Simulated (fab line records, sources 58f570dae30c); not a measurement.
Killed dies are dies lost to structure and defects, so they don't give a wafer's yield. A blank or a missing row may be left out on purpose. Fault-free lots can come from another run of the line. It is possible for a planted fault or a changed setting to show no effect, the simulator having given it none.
Which tool was responsible? / flow berkeley-cmos170 / 18 wafers from 6 lots sampled at 2 of the route's 331 steps

WHAT THE GAUGES SHOWED, per wafer
UCB170_V2_THK_MEAS_01.
lot=L498; measured=day 8 15:28; on=film-metro-03; V2_TEOS_THK (nm)=2024 2007 2055
lot=L501; measured=day 8 23:16; on=film-metro-01; V2_TEOS_THK (nm)=1980 2008 1980
lot=L507; measured=day 10 09:19; on=film-metro-02; V2_TEOS_THK (nm)=1969 2004 2013
lot=L509; measured=day 11 00:06; on=film-metro-03; V2_TEOS_THK (nm)=2005 1985 2006
lot=L511; measured=day 11 14:10; on=film-metro-02; V2_TEOS_THK (nm)=2250 1957 2012
lot=L517; measured=day 12 18:20; on=film-metro-03; V2_TEOS_THK (nm)=1993 2033 2028

TOOL THAT RAN EACH LOT (tool first, then ch and the chambers of the sampled wafers, then the start)
lot=L498; UCB170_V2_CVD_00=pecvd-01 ch 0,1, day 8 15:19
lot=L501; UCB170_V2_CVD_00=pecvd-03 ch 0,2, day 8 23:06
lot=L507; UCB170_V2_CVD_00=pecvd-01 ch 1,2, day 10 09:09
lot=L509; UCB170_V2_CVD_00=pecvd-01 ch 0,1, day 10 23:57
lot=L511; UCB170_V2_CVD_00=pecvd-04 ch 0,2, day 11 14:01
lot=L517; UCB170_V2_CVD_00=pecvd-03 ch 0,1,2, day 12 18:10
- UCB170_V2_CVD_00: deposits SiO2 from TEOS/O2, target thk 2000 nm, time 250 s.

THE ANSWER, worked out from the rows above alone
Rule: the lots themselves supply what counts as usual. The widest of any qualifying gaps counts: lots, ordered by their means at a reading, are off when they make up no more than a third of the lots, leave a main group of 4 or more, and stand apart from it by 3 or more times the standard deviation of that group's means. A main group whose means are all the same, to the digits that the tables above print for the reading, isn't used. Also off: a lot with no number at a reading for which 4 or more lots have one. All remaining lots with rows at the step are treated as sound.
Nothing can be told from this: no lot is off at any reading shown.

WHAT WAS PUT IN BY THE SIMULATOR
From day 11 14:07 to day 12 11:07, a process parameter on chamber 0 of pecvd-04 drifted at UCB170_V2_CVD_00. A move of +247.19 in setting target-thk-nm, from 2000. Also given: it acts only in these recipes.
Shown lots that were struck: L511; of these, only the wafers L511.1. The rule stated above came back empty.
